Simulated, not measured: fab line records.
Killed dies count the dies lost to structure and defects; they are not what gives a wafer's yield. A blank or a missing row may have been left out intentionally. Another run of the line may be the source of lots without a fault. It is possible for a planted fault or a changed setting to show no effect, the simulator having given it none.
What tool caused it? | flow rit cmos | 14 lots with 42 wafers sampled at 7 steps, on a route of 202 steps

## WHAT EACH GAUGE READ, for each wafer
RIT_FOX2_THK_MEAS_91.
lot  | measured    | on            | FIELD_OXIDE_LEFT_2_THK (nm)
L798 | day 2 08:29 | film metro-01 | 244 243 242
L799 | day 2 12:26 | film metro-03 | 263 259 261
L800 | day 2 19:39 | film metro-03 | 248 258 250
L801 | day 3 00:53 | film metro-03 | 252 258 257
L802 | day 3 05:18 | film metro-03 | 249 247 250
L803 | day 3 09:33 | film metro-03 | 249 253 253
L810 | day 4 23:43 | film metro-03 | 264 268 258
L812 | day 5 08:33 | film metro-01 | 257 253 258
L813 | day 5 11:41 | film metro-03 | 251 261 262
L816 | day 6 02:22 | film metro-02 | 249 250 250
L817 | day 6 08:03 | film metro-01 | 258 254 258
L818 | day 6 11:49 | film metro-01 | 251 247 248
L819 | day 6 19:28 | film metro-03 | 256 260 265
L820 | day 6 21:39 | film metro-01 | 252 247 251

RIT_SPACER_THK_MEAS_04.
lot  | measured    | on            | SPACER_NITRIDE_THK (nm)
L798 | day 2 21:56 | film metro-01 | 246.7 247.1 249.3
L799 | day 3 03:53 | film metro-04 | 251.8 252.8 250.5
L800 | day 3 09:13 | film metro-01 | 247.0 249.1 247.1
L801 | day 3 14:00 | film metro-01 | 248.8 249.4 249.0
L802 | day 3 18:33 | film metro-04 | 95.7 97.5 96.2
L803 | day 3 22:45 | film metro-03 | 95.7 94.3 94.1
L810 | day 5 13:30 | film metro-01 | 244.8 246.0 246.9
L812 | day 5 21:44 | film metro-04 | 250.1 252.0 250.7
L813 | day 6 01:32 | film metro-03 | 251.5 252.9 250.8
L816 | day 6 16:01 | film metro-03 | 250.8 251.8 251.7
L817 | day 6 22:09 | film metro-03 | 250.2 251.7 249.7
L818 | day 7 01:22 | film metro-03 | 251.2 248.4 251.3
L819 | day 7 08:32 | film metro-04 | 250.6 250.2 249.6
L820 | day 7 11:17 | film metro-04 | 253.6 253.7 251.2

RIT_CONTACT_THK_MEAS_01.
lot  | measured    | on            | CONTACT_TEOS_THK (nm)
L798 | day 3 02:29 | film metro-04 | 395 401 403
L799 | day 3 08:35 | film metro-02 | 391 406 399
L800 | day 3 13:55 | film metro-04 | 396 410 403
L801 | day 3 18:43 | film metro-03 | 399 396 408
L802 | day 3 23:17 | film metro-03 | 395 402 402
L803 | day 4 03:44 | film metro-04 | 395 396 403
L810 | day 5 18:10 | film metro-03 | 396 403 400
L812 | day 6 02:41 | film metro-02 | 405 405 401
L813 | day 6 06:19 | film metro-03 | 395 395 397
L816 | day 6 20:35 | film metro-04 | 393 394 401
L817 | day 7 02:56 | film metro-03 | 400 405 410
L818 | day 7 05:56 | film metro-03 | 393 396 398
L819 | day 7 13:06 | film metro-03 | 390 397 399
L820 | day 7 16:17 | film metro-04 | 399 397 405

RIT_CONTACT_CD_MEAS_90 targets a cd of 1000 nm.
lot  | measured    | on        | cd nm (nm)
L798 | day 3 04:20 | cd sem-01 | 993.9 992.3 993.8
L799 | day 3 10:17 | cd sem-01 | 999.5 997.7 997.7
L800 | day 3 15:44 | cd sem-01 | 999.0 1000.0 1000.6
L801 | day 3 20:38 | cd sem-01 | 996.8 994.8 998.7
L802 | day 4 01:04 | cd sem-01 | 1002.1 1000.2 1001.5
L803 | day 4 05:34 | cd sem-02 | 1000.0 999.7 1000.0
L810 | day 5 20:00 | cd sem-02 | 1001.9 1000.5 1001.0
L812 | day 6 04:43 | cd sem-02 | 1001.3 1001.6 999.8
L813 | day 6 08:09 | cd sem-01 | 1004.9 1004.2 1003.7
L816 | day 6 22:17 | cd sem-02 | 998.7 997.8 998.1
L817 | day 7 04:38 | cd sem-02 | 1002.5 1004.0 1002.1
L818 | day 7 07:46 | cd sem-02 | 999.5 1001.4 998.8
L819 | day 7 14:48 | cd sem-01 | 999.0 1000.8 1002.1
L820 | day 7 18:15 | cd sem-02 | 1000.7 1000.6 1001.3

RIT_M1_BOW_MEAS_16.
lot  | measured    | on            | M1_BOW (um)
L798 | day 3 08:53 | film metro-01 | 10 17 18
L799 | day 3 14:41 | film metro-02 | 23 18 24
L800 | day 3 20:08 | film metro-04 | 18 24 22
L801 | day 4 01:22 | film metro-02 | 17 16 9
L802 | day 4 05:59 | film metro-01 | -7 -8 -1
L803 | day 4 12:27 | film metro-01 | -9 -2 -16
L810 | day 6 00:36 | film metro-02 | 23 20 15
L812 | day 6 09:17 | film metro-01 | 12 25 23
L813 | day 6 13:04 | film metro-01 | 28 11 21
L816 | day 7 02:40 | film metro-02 | 20 15 26
L817 | day 7 09:21 | film metro-01 | 18 18 9
L818 | day 7 12:19 | film metro-01 | 7 8 15
L819 | day 7 19:45 | film metro-04 | 29 9 13
L820 | day 7 23:02 | film metro-01 | 11 25 4

## TOOL THAT RAN EACH LOT (tool first, then ch and the chambers of the sampled wafers, then the start)
lot  | RIT_SPACER_CVD_03          | RIT_SPACER_ETCHBACK_05
L798 | lpcvd-01 ch 1, day 2 19:59 | rie diel-03 ch 0,1,2, day 2 21:58
L799 | lpcvd-02 ch 1, day 3 01:58 | rie diel-03 ch 0,2,3, day 3 03:56
L800 | lpcvd-02 ch 0, day 3 07:19 | rie diel-02 ch 0,2,3, day 3 09:17
L801 | lpcvd-01 ch 1, day 3 12:05 | rie diel-01 ch 0,2,3, day 3 14:04
L802 | lpcvd-02 ch 1, day 3 16:37 | rie diel-03 ch 0,2,3, day 3 18:36
L803 | lpcvd-02 ch 1, day 3 20:50 | rie diel-02 ch 0,1,2, day 3 22:49
L810 | lpcvd-01 ch 0, day 5 11:35 | rie diel-01 ch 0,3, day 5 13:34
L812 | lpcvd-01 ch 0, day 5 19:47 | rie diel-01 ch 1,2,3, day 5 21:46
L813 | lpcvd-01 ch 0, day 5 23:38 | rie diel-03 ch 1,2, day 6 01:36
L816 | lpcvd-02 ch 1, day 6 14:05 | rie diel-01 ch 0,3, day 6 16:04
L817 | lpcvd-02 ch 0, day 6 20:14 | rie diel-02 ch 0,2, day 6 22:13
L818 | lpcvd-01 ch 1, day 6 23:26 | rie diel-01 ch 0,3, day 7 01:25
L819 | lpcvd-02 ch 0, day 7 06:37 | rie diel-01 ch 1,2,3, day 7 08:36
L820 | lpcvd-02 ch 0, day 7 09:22 | rie diel-02 ch 0,1,2, day 7 11:20
- RIT_SPACER_CVD_03: deposits Si3N4 from SiH2Cl2/NH3, target thk 250 nm, time 3300 s.
- RIT_SPACER_ETCHBACK_05: etches Si3N4 in SF6/CHF3, stops on SiO2, target depth 250 nm, time 240 s.

## AS READ BY THE TOOLS THEMSELVES (means over the sampled wafers that have a number; for cases with no such wafer, the mark the record gives instead)
RIT_SPACER_ETCHBACK_05.
lot  | tool        | drypump motor current A (A) | oes product au (a.u.) | throttle valve pct (%)
L798 | rie diel-03 | 6.2                         | 0.845                 | 10.37
L799 | rie diel-03 | 6.3                         | 0.855                 | 10.46
L800 | rie diel-02 | 5.4                         | 0.838                 | 10.36
L801 | rie diel-01 | 5.9                         | 0.843                 | 10.36
L802 | rie diel-03 | 6.3                         | 0.473                 | 10.33
L803 | rie diel-02 | 5.4                         | 0.462                 | 10.23
L810 | rie diel-01 | 6.1                         | 0.835                 | 10.44
L812 | rie diel-01 | 6.1                         | 0.847                 | 10.32
L813 | rie diel-03 | 6.2                         | 0.861                 | 10.37
L816 | rie diel-01 | 6.1                         | 0.855                 | 10.37
L817 | rie diel-02 | 5.4                         | 0.870                 | 10.48
L818 | rie diel-01 | 6.1                         | 0.859                 | 10.37
L819 | rie diel-01 | 6.1                         | 0.842                 | 10.31
L820 | rie diel-02 | 5.4                         | 0.867                 | 10.36

## THE ANSWER, worked out from the rows above alone
Rule: the lots themselves supply what counts as usual. The widest of any qualifying gaps counts: lots, ordered by their means at a reading, are off when they make up no more than a third of the lots, leave a main group of 4 or more, and stand apart from it by 3 or more times the standard deviation of that group's means. The tables above print the reading to a certain number of digits; a main group whose means all agree to those digits is not used. A lot without any number at a reading at which 4 lots or more have one is off too. Where the step has rows for the other lots, those lots are counted as sound. First the gauges in route order, then the tools' own readings, where a lot's mean is used as printed above. The first step at which some lot is off is used, and at that step the reading that is off furthest; a lot without a number counts as furthest.
Off: L802, L803, seen at RIT_SPACER_THK_MEAS_04 (SPACER_NITRIDE_THK). The main group has a mean of 250.0 nm with a standard deviation of 1.9.
A tool fits if, at a process step before that reading, it ran every lot that is off, and no sound lot after the first of them. The gauges at RIT_SPACER_THK_MEAS_04 aren't tried: what is off there is off at RIT_M1_BOW_MEAS_16 too, on other tools, and a gauge's error can't cause that. Not one of the candidates tried fits.

## WHAT THE SIMULATOR HAD PUT IN
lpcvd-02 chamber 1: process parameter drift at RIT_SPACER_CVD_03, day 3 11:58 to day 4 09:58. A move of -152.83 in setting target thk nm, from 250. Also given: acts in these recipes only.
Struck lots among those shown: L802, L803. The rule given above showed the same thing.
